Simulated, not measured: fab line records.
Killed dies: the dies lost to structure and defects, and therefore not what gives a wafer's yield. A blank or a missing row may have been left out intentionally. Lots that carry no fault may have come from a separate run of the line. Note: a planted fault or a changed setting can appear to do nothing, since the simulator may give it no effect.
What tool caused it? / flow berkeley-cmos170 / 7 lots (21 wafers sampled), 1 step of a 331-step route

== WHAT THE GAUGES SHOWED, per wafer ==
UCB170_SILICIDE_THK_MEAS_03: measures by xrf.
lot=L472; measured=day 9 08:46; on=film-metro-02; SILICIDE_TI_THK (nm)=30.7 30.7 30.8
lot=L473; measured=day 10 01:12; on=film-metro-01; SILICIDE_TI_THK (nm)=30.0 30.7 30.2
lot=L475; measured=day 10 16:26; on=film-metro-02; SILICIDE_TI_THK (nm)=30.5 31.3 30.3
lot=L480; measured=day 11 14:34; on=film-metro-04; SILICIDE_TI_THK (nm)=30.1 30.4 30.7
lot=L484; measured=day 12 05:24; on=film-metro-04; SILICIDE_TI_THK (nm)=30.5 30.5 30.1
lot=L487; measured=day 12 23:54; on=film-metro-02; SILICIDE_TI_THK (nm)=31.4 30.9 30.6
lot=L489; measured=day 13 09:52; on=film-metro-01; SILICIDE_TI_THK (nm)=30.1 29.9 29.8

== WHICH TOOL RAN EACH LOT (tool, then ch and the chambers of the sampled wafers, then the start) ==
The record shows no process step preceding these readings.

== THE ANSWER, worked out from the rows above alone ==
Rule: what is usual is taken from the lots themselves. Put in order of their means at a reading, lots are off if they are a third of the lots or fewer, leave a main group of 4 or more, and stand apart from it by a gap of 3 or more times the standard deviation of the main group's means; of several such gaps the widest counts. If all means in a main group match to the digits the tables above print for the reading, that group is not used. A lot without any number at a reading at which 4 lots or more have one is off too. Any other lot the step has rows for is counted as sound.
Across all readings shown, no lot is off: no conclusion can be drawn from this.

== WHAT THE SIMULATOR PUT IN ==
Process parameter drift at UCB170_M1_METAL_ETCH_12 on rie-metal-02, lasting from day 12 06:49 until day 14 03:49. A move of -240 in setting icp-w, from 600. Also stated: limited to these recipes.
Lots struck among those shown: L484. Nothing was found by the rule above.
